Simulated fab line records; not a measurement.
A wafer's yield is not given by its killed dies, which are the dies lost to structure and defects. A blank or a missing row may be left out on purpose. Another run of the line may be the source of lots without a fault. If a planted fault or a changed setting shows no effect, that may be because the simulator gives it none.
fab line records | flow berkeley-cmos170
[record] lots = 7 | wafers = 21 | last-day = 12
route steps=331 shown V1@256
lots that met no fault: from a run of the same line without faults
start-h: start of the lot's first displayed wafer, in hours after the record's first day | wait-h: how many hours have passed since the lot's step before this one | " the same as in the row above | L1.1+2: one row covering several wafers at once | - no value, or no start was given | * or withheld: withheld | < > ~ a bound
route shown NAME@n: NAME is a module with steps in the file, n the number in the route of the first one | usual: mean/standard deviation taken from wafers without a fault | same: alike in all rows | chamber/n: place in a boat | sites: the reading at each site | _std_site: the values' standard deviation | _edge_site: the outer-site mean with the inner-site mean subtracted | radius-mm: how far each site lies from the wafer's centre | mask NAME#n: copy n | behind: the tool/chamber that last shaped the wafer | hold: cause of the lot's hold/its duration in hours/its outcome | device: names the non-switching transistor (n, p or np) | end of line: the same wafers' tests at the end of the route | for a step that has no rows: nothing shown but its recipe | killed: dies lost to structure and defects at the first sort, not the wafer's yield | map: dies across one wafer; x = killed, . = not, _ = none there
set.NAME: the setting that was run; set.NAME@STEP: the one run at that earlier step | model.NAME: the simulator's own value behind a step, which no gauge read
certain route steps with their lots: each step a table, each wafer a row
services: the hour from which a tool's chamber was out of use, counted from the record's first day as start-h (under 0 if before that day), plus the number of hours and why
[[steps]]
[step UCB170_V1_CMP_02]
[recipe] material = SiO2 | down-force-psi = 6 | platen-rpm = 60 | pad-velocity-m-s = 0.75398
[usual] motor-current-A = 16.5/1.8 | slurry-flow-ml-min = 149.9/0.48
lot.wafer | tool   | chamber | start-h | wait-h | motor-current-A | slurry-flow-ml-min
L987.4    | cmp-02 | 0       | 147.14  | 0.1    | 19.2            | 149.8
L987.3    | "      | 1       | "       | "      | 14.9            | 150.2
L987.2    | "      | 2       | "       | "      | 15.4            | 149.7
L101.2    | cmp-02 | 3       | 229.47  | 0.0    | 18.7            | 150.4
L101.4    | "      | 0       | "       | "      | 19.4            | 149.4
L101.3    | "      | 2       | "       | "      | 15.9            | 150.4
L102.3    | cmp-01 | 1       | 229.52  | 0.1    | 17.8            | 150.1
L102.4    | "      | 3       | "       | "      | 16.0            | 149.8
L102.5    | "      | 0       | "       | "      | 17.0            | 150.3
L100.2    | cmp-02 | 0       | 229.87  | 0.4    | 18.6            | 149.6
L100.3    | "      | 1       | "       | "      | 15.6            | 149.9
L100.6    | "      | 3       | "       | "      | 17.7            | 150.3
L103.2    | cmp-02 | 0       | 247.05  | 0.2    | 17.9            | 148.8
L103.1    | "      | 3       | "       | "      | 18.1            | 149.5
L103.5    | "      | 1       | "       | "      | 15.5            | 149.4
L109.3    | cmp-02 | 1       | 266.53  | 0.0    | 14.6            | 149.2
L109.2    | "      | 0       | "       | "      | 18.8            | 149.7
L109.6    | "      | 1       | "       | "      | 14.8            | 149.9
L108.4    | cmp-01 | 3       | 266.55  | 0.1    | 16.0            | 150.0
L108.6    | "      | 2       | "       | "      | 13.6            | 150.6
L108.5    | "      | 3       | "       | "      | 17.0            | 149.7
[step UCB170_V1_BOW_MEAS_03]
[recipe] mode = bow
[usual] V1_BOW = 17/6.6
lot.wafer | tool          | chamber | start-h | wait-h | V1_BOW[um]
L987.2    | film-metro-01 | -       | 147.41  | 0.1    | 30
L987.3    | "             | -       | "       | "      | 23
L987.4    | "             | -       | "       | "      | 14
L101.2    | film-metro-03 | -       | 229.79  | 0.3    | 21
L101.3    | "             | -       | "       | "      | 12
L101.4    | "             | -       | "       | "      | 21
L102.3    | film-metro-01 | -       | 229.81  | 0.2    | 10
L102.4    | "             | -       | "       | "      | 2
L102.5    | "             | -       | "       | "      | 9
L100.2    | film-metro-03 | -       | 230.09  | 0.2    | 21
L100.3    | "             | -       | "       | "      | 29
L100.6    | "             | -       | "       | "      | 16
L103.1    | film-metro-03 | -       | 247.35  | 0.1    | 19
L103.2    | "             | -       | "       | "      | 20
L103.5    | "             | -       | "       | "      | 15
L109.2    | film-metro-03 | -       | 266.85  | 0.1    | 5
L109.3    | "             | -       | "       | "      | 19
L109.6    | "             | -       | "       | "      | 21
L108.4    | film-metro-02 | -       | 266.86  | 0.3    | 24
L108.5    | "             | -       | "       | "      | 22
L108.6    | "             | -       | "       | "      | 26
[step UCB170_V1_THK_MEAS_04]
[recipe] reads = SiO2_of_V1_CVD_00
[usual] V1_POLISHED_THK = 999.4/1.6
lot.wafer | tool          | chamber | start-h | wait-h | V1_POLISHED_THK[nm]
L987.2    | film-metro-01 | -       | 147.52  | 0.1    | 998.4
L987.3    | "             | -       | "       | "      | 997.5
L987.4    | "             | -       | "       | "      | 998.4
L101.2    | film-metro-03 | -       | 229.90  | 0.1    | 1002.6
L101.3    | "             | -       | "       | "      | 1000.1
L101.4    | "             | -       | "       | "      | 999.2
L102.3    | film-metro-01 | -       | 229.91  | 0.1    | 999.9
L102.4    | "             | -       | "       | "      | 1001.1
L102.5    | "             | -       | "       | "      | 1002.1
L100.2    | film-metro-03 | -       | 230.20  | 0.1    | 997.2
L100.3    | "             | -       | "       | "      | 998.5
L100.6    | "             | -       | "       | "      | 1001.4
L103.1    | film-metro-03 | -       | 247.47  | 0.1    | 1003.5
L103.2    | "             | -       | "       | "      | 998.4
L103.5    | "             | -       | "       | "      | 999.5
L108.4    | film-metro-02 | -       | 266.95  | 0.1    | 998.6
L108.5    | "             | -       | "       | "      | 1000.0
L108.6    | "             | -       | "       | "      | 997.6
L109.2    | film-metro-03 | -       | 266.96  | 0.1    | 997.3
L109.3    | "             | -       | "       | "      | 999.0
L109.6    | "             | -       | "       | "      | 999.7
[step UCB170_V1_CLEAN_05]
[recipe] chemistry = DIW
[step UCB170_V1_HMDS_06]
[recipe] prime-time-s = 60 | prime-temp-c = 100
[step UCB170_V1_COAT_07]
[recipe] resist = KrF | spin-rpm = 1500 | resist-thk-nm = 900
[step UCB170_V1_SOFTBAKE_08]
[recipe] resist = KrF | temp-c = 130 | time-s = 60
[step UCB170_V1_EXPOSE_09]
[recipe] mask-id = VIA1 | target-cd-nm = 700 | na = 0.5 | sigma-outer = 0.6 | source-shape = conventional | dose-mj = 37
[step UCB170_V1_PEB_10]
[recipe] peb-temp-c = 130 | peb-time-s = withheld | resist = KrF
[step UCB170_V1_DEVELOP_11]
[recipe] developer = TMAH | develop-time-s = 45 | resist = KrF | dev-temp-c = 21
[step UCB170_V1_CD_MEAS_12]
[recipe] target-cd-nm = 700
[usual] cd-nm = 700.0/0.92
lot.wafer | tool      | chamber | start-h | wait-h | cd-nm
L987.2    | cd-sem-01 | -       | 150.07  | -      | 700.6
L987.3    | "         | -       | "       | "      | 698.2
L987.4    | "         | -       | "       | "      | 699.3
L101.2    | cd-sem-01 | -       | 231.54  | -      | 700.8
L101.3    | "         | -       | "       | "      | 700.9
L101.4    | "         | -       | "       | "      | 700.9
L102.3    | cd-sem-02 | -       | 231.69  | -      | 700.9
L102.4    | "         | -       | "       | "      | 699.8
L102.5    | "         | -       | "       | "      | 701.4
L100.2    | cd-sem-01 | -       | 231.94  | -      | 700.3
L100.3    | "         | -       | "       | "      | 701.3
L100.6    | "         | -       | "       | "      | 700.0
L103.1    | cd-sem-01 | -       | 249.77  | -      | 699.9
L103.2    | "         | -       | "       | "      | 699.0
L103.5    | "         | -       | "       | "      | 699.6
L108.4    | cd-sem-02 | -       | 269.98  | -      | 699.6
L108.5    | "         | -       | "       | "      | 698.6
L108.6    | "         | -       | "       | "      | 698.0
L109.2    | cd-sem-02 | -       | 270.22  | -      | 698.8
L109.3    | "         | -       | "       | "      | 701.1
L109.6    | "         | -       | "       | "      | 700.4
[step UCB170_V1_OVL_MEAS_13]
[usual] V1_OVL = -1/5.9
lot.wafer | tool       | chamber | start-h | wait-h | V1_OVL[nm]
L987.2    | overlay-02 | -       | 150.18  | 0.1    | 4
L987.3    | "          | -       | "       | "      | 2
L987.4    | "          | -       | "       | "      | 2
L101.2    | overlay-01 | -       | 231.64  | 0.1    | -7
L101.3    | "          | -       | "       | "      | 2
L101.4    | "          | -       | "       | "      | -6
L102.3    | overlay-02 | -       | 231.78  | 0.1    | -7
L102.4    | "          | -       | "       | "      | -8
L102.5    | "          | -       | "       | "      | -12
L100.2    | overlay-02 | -       | 232.05  | 0.1    | 7
L100.3    | "          | -       | "       | "      | 5
L100.6    | "          | -       | "       | "      | 0
L103.1    | overlay-02 | -       | 249.89  | 0.1    | 3
L103.2    | "          | -       | "       | "      | -3
L103.5    | "          | -       | "       | "      | -2
L108.4    | overlay-01 | -       | 270.06  | 0.1    | -2
L108.5    | "          | -       | "       | "      | 0
L108.6    | "          | -       | "       | "      | -2
L109.2    | overlay-01 | -       | 270.32  | 0.1    | -9
L109.3    | "          | -       | "       | "      | -2
L109.6    | "          | -       | "       | "      | -2
[step UCB170_V1_ETCH_14]
[recipe] chemistry = CHF3/CF4/Ar | target = SiO2 | stop-on = Al | CHF3_flow_sccm = 45 | cf4-flow-sccm = 15 | Ar_flow_sccm = 150 | pressure-mtorr = 200 | rf-w = 700 | target-depth-a = 12500 | over-etch-frac = 0.25 | time-s = 291
[usual] CHF3_flow_sccm = 44.98/0.12 | cf4-flow-sccm = 14.99/0.043 | drypump-motor-current-A = 5.7/0.45 | oes-product-au = 0.876/0.014 | over-etch-frac = 0.25/0 | throttle-valve-pct = 6.94/0.11 | time-s = 291/0
lot.wafer | tool        | chamber | start-h | wait-h | CHF3_flow_sccm | cf4-flow-sccm | drypump-motor-current-A | oes-product-au | over-etch-frac | rf-hours-counter-h | throttle-valve-pct | time-s | model.KrF_of_V1_COAT_07.thk-nm
L987.2    | rie-diel-03 | 0       | 150.21  | 0.0    | 45.05          | 14.96         | 5.6                     | 0.867          | 0.25           | 138                | 7.16               | 291    | 609.4
L987.3    | "           | 2       | "       | "      | 44.87          | 14.94         | 5.7                     | 0.881          | 0.25           | 60                 | 7.02               | 291    | 614.7
L987.4    | "           | 1       | "       | "      | 45.01          | 15.04         | 6.4                     | 0.877          | 0.25           | 49                 | 6.98               | 291    | 606
L101.2    | rie-diel-01 | 3       | 231.67  | 0.0    | -              | -             | -                       | -              | -              | -                  | -                  | -      | 882.1
L101.3    | "           | 0       | "       | "      | -              | -             | -                       | -              | -              | -                  | -                  | -      | 883.1
L101.4    | "           | 1       | "       | "      | -              | -             | -                       | -              | -              | -                  | -                  | -      | 883.4
L102.3    | rie-diel-03 | 3       | 231.80  | 0.0    | -              | -             | -                       | -              | -              | -                  | -                  | -      | 885.8
L102.4    | "           | 3       | "       | "      | -              | -             | -                       | -              | -              | -                  | -                  | -      | 882.7
L102.5    | "           | 1       | "       | "      | -              | -             | -                       | -              | -              | -                  | -                  | -      | 884.4
L100.2    | rie-diel-04 | 1       | 232.08  | 0.0    | -              | -             | -                       | -              | -              | -                  | -                  | -      | 890
L100.3    | "           | 0       | "       | "      | -              | -             | -                       | -              | -              | -                  | -                  | -      | 889.2
L100.6    | "           | 2       | "       | "      | -              | -             | -                       | -              | -              | -                  | -                  | -      | 889.3
L103.1    | rie-diel-04 | 1       | 249.92  | 0.0    | 45.02          | 14.94         | 5.5                     | 0.871          | 0.25           | 123                | 6.96               | 291    | 615.2
L103.2    | "           | 2       | "       | "      | 44.83          | 15.07         | 5.1                     | 0.882          | 0.25           | 6                  | 6.96               | 291    | 618.8
L103.5    | "           | 1       | "       | "      | 44.76          | 14.99         | 5.6                     | 0.864          | 0.25           | -                  | 6.99               | 291    | 611.3
L108.4    | rie-diel-01 | 1       | 270.08  | 0.0    | 45.01          | 14.99         | 6.5                     | 0.882          | 0.25           | 8                  | 6.68               | 291    | 607.9
L108.5    | "           | 2       | "       | "      | 45.02          | 14.94         | 5.3                     | 0.871          | 0.25           | -                  | 7.03               | 291    | 611
L108.6    | "           | 3       | "       | "      | 44.92          | 14.99         | 5.6                     | 0.849          | 0.25           | -                  | 6.78               | 291    | 609.9
L109.2    | rie-diel-04 | 2       | 270.35  | 0.0    | 45.12          | 15.05         | 5.1                     | 0.893          | 0.25           | 7                  | 6.95               | 291    | 609.4
L109.3    | "           | 0       | "       | "      | 45.24          | 14.97         | 5.7                     | 0.860          | 0.25           | 3                  | 6.85               | 291    | 607.1
L109.6    | "           | 0       | "       | "      | 45.06          | 15.00         | 5.7                     | 0.872          | 0.25           | -                  | 6.86               | 291    | 603
[step UCB170_V1_STRIP_15]
[recipe] chemistry = O2 | power-w = 400 | pressure-mtorr = 3500 | platen-temp-c = withheld | o2-flow-sccm = 400 | overash-fraction = 0.5
[usual] drypump-motor-current-A = 5.5/0.52 | o2-flow-sccm = 400.0/1.2 | oes-product-au = 0.722/0.005 | strip-time-to-endpoint-s = 15.31/0.11
lot.wafer | tool            | chamber | start-h | wait-h | drypump-motor-current-A | o2-flow-sccm | oes-product-au | rf-hours-counter-h | strip-time-to-endpoint-s
L987.2    | plasma-asher-03 | 0       | 150.39  | 0.1    | 6.0                     | 401.8        | 0.720          | 45                 | 15.29
L987.3    | "               | 1       | "       | "      | 6.4                     | 401.3        | 0.720          | -                  | 15.44
L987.4    | "               | 0       | "       | "      | 6.0                     | 401.7        | 0.719          | -                  | 15.22
L101.2    | plasma-asher-02 | 1       | 231.85  | 0.1    | 6.0                     | 399.1        | 0.736          | 54                 | 21.52
L101.3    | "               | 0       | "       | "      | 4.8                     | 398.8        | 0.729          | -                  | 21.55
L101.4    | "               | 1       | "       | "      | 6.0                     | 397.6        | 0.736          | -                  | 21.57
L102.3    | plasma-asher-01 | 0       | 232.01  | 0.1    | 5.0                     | 400.5        | 0.727          | -                  | 21.63
L102.4    | "               | 1       | "       | "      | 5.6                     | 400.0        | 0.734          | -                  | 21.55
L102.5    | "               | 1       | "       | "      | 5.6                     | 399.8        | 0.738          | -                  | 21.60
L100.2    | plasma-asher-01 | 0       | 232.26  | 0.1    | 5.0                     | 399.2        | 0.735          | 11                 | 21.72
L100.3    | "               | 1       | "       | "      | 5.7                     | 399.0        | 0.737          | -                  | 21.71
L100.6    | "               | 1       | "       | "      | 5.7                     | 397.5        | 0.738          | -                  | 21.70
L103.1    | plasma-asher-01 | 0       | 250.10  | 0.1    | 5.0                     | 400.2        | 0.718          | 13                 | 15.43
L103.2    | "               | 1       | "       | "      | 5.7                     | 399.7        | 0.725          | 13                 | 15.52
L103.5    | "               | 1       | "       | "      | 5.7                     | 401.1        | 0.730          | -                  | 15.34
L108.4    | plasma-asher-03 | 1       | 270.29  | 0.1    | 6.4                     | 398.6        | 0.721          | -                  | 15.26
L108.5    | "               | 1       | "       | "      | 6.4                     | 398.1        | 0.726          | -                  | 15.33
L108.6    | "               | 0       | "       | "      | 6.0                     | 400.3        | 0.732          | -                  | 15.31
L109.2    | plasma-asher-01 | 1       | 270.53  | 0.1    | 5.7                     | 401.0        | 0.722          | 15                 | 15.28
L109.3    | "               | 1       | "       | "      | 5.7                     | 400.9        | 0.715          | -                  | 15.24
L109.6    | "               | 1       | "       | "      | 5.7                     | 401.1        | 0.719          | -                  | 15.14
[step UCB170_V1_CD_MEAS_90]
[recipe] target-cd-nm = 700
[usual] cd-nm = 700.0/1.6
lot.wafer | tool      | chamber | start-h | wait-h | cd-nm
L987.2    | cd-sem-02 | -       | 150.51  | 0.1    | 699.2
L987.3    | "         | -       | "       | "      | 696.9
L987.4    | "         | -       | "       | "      | 698.8
L101.2    | cd-sem-02 | -       | 231.97  | 0.1    | -
L101.3    | "         | -       | "       | "      | -
L101.4    | "         | -       | "       | "      | -
L102.3    | cd-sem-01 | -       | 232.12  | 0.1    | -
L102.4    | "         | -       | "       | "      | -
L102.5    | "         | -       | "       | "      | -
L100.2    | cd-sem-02 | -       | 232.38  | 0.1    | -
L100.3    | "         | -       | "       | "      | -
L100.6    | "         | -       | "       | "      | -
L103.1    | cd-sem-01 | -       | 250.20  | 0.1    | 701.0
L103.2    | "         | -       | "       | "      | 700.0
L103.5    | "         | -       | "       | "      | 701.4
L108.4    | cd-sem-02 | -       | 270.42  | 0.1    | 699.9
L108.5    | "         | -       | "       | "      | 697.6
L108.6    | "         | -       | "       | "      | 697.0
L109.2    | cd-sem-01 | -       | 270.65  | 0.1    | 700.8
L109.3    | "         | -       | "       | "      | 702.3
L109.6    | "         | -       | "       | "      | 702.1
[[services]]
tool            | chamber | start-h | hours | kind
plasma-asher-01 | -       | 127.63  | 1.2   | repair
cmp-01          | -       | 128.10  | 1.5   | repair
cmp-01          | -       | 131.85  | 4.5   | pm
plasma-asher-01 | -       | 133.06  | 0.8   | repair
rie-diel-04     | 3       | 142.27  | 6.8   | repair
rie-diel-04     | 0       | 151.21  | 7.3   | repair
rie-diel-03     | 3       | 151.24  | 7.8   | repair
rie-diel-04     | 0       | 158.48  | -     | clean
rie-diel-04     | 0       | 158.48  | 16.1  | scheduled-down
rie-diel-04     | 0       | 158.48  | 16.1  | vent-cycle
rie-diel-03     | 0       | 163.48  | 1.8   | repair
cmp-01          | -       | 182.34  | 1.3   | repair
rie-diel-04     | 2       | 186.95  | 4.3   | repair
cmp-02          | -       | 188.39  | 1.5   | repair
rie-diel-03     | 3       | 190.55  | 10.0  | repair
rie-diel-03     | 3       | 200.58  | -     | clean
rie-diel-04     | 0       | 202.69  | 10.8  | repair
rie-diel-01     | 1       | 214.85  | 5.7   | repair
rie-diel-04     | -       | 220.34  | 0.7   | repair
cmp-02          | -       | 232.00  | 4.0   | pm
cmp-02          | -       | 236.00  | -     | consumable-replace:conditioner
cmp-02          | -       | 236.00  | -     | consumable-replace:pad
plasma-asher-02 | -       | 257.22  | 3.6   | repair
rie-diel-04     | -       | 262.88  | 2.8   | pm
[[key]]
[first-sign] step = UCB170_V1_ETCH_14 | reading = tool-record | direction = missing
[effect] step = UCB170_V1_STRIP_15 | reading = strip-time-to-endpoint-s | direction = up | sigmas = 56 | usual = * | struck = *
[effect] step = UCB170_V1_CD_MEAS_90 | reading = cd-nm | direction = missing
[model-effect] step = UCB170_V1_ETCH_14 | value = KrF_of_V1_COAT_07.thk-nm | without = 611.9 | struck = 885.6
met-at UCB170_V1_ETCH_14
struck-wafers L100.2,L100.3,L100.6,L101.2,L101.3,L101.4,L102.3,L102.4,L102.5
later-rows-left-out L100.2,L100.3,L100.6,L101.2,L101.3,L101.4,L102.3,L102.4,L102.5
sort-left-out L100.2,L100.3,L100.6,L101.2,L101.3,L101.4,L102.3,L102.4,L102.5
onset-between 150.21 231.67
[fault] kind = skipped-step-whole | tool = rie-diel-01,rie-diel-03,rie-diel-04 | chamber = - | onset-h = 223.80 | steps = UCB170_V1_ETCH_14 | scope = struck-lots-only
// sort-left-out: the simulated sort isn't trusted on such a fault, so these wafers' sort isn't shown, and their yield isn't known
// later-rows-left-out: the simulator's readings of these wafers behind a module that went badly wrong aren't trusted and aren't shown, but for the sort
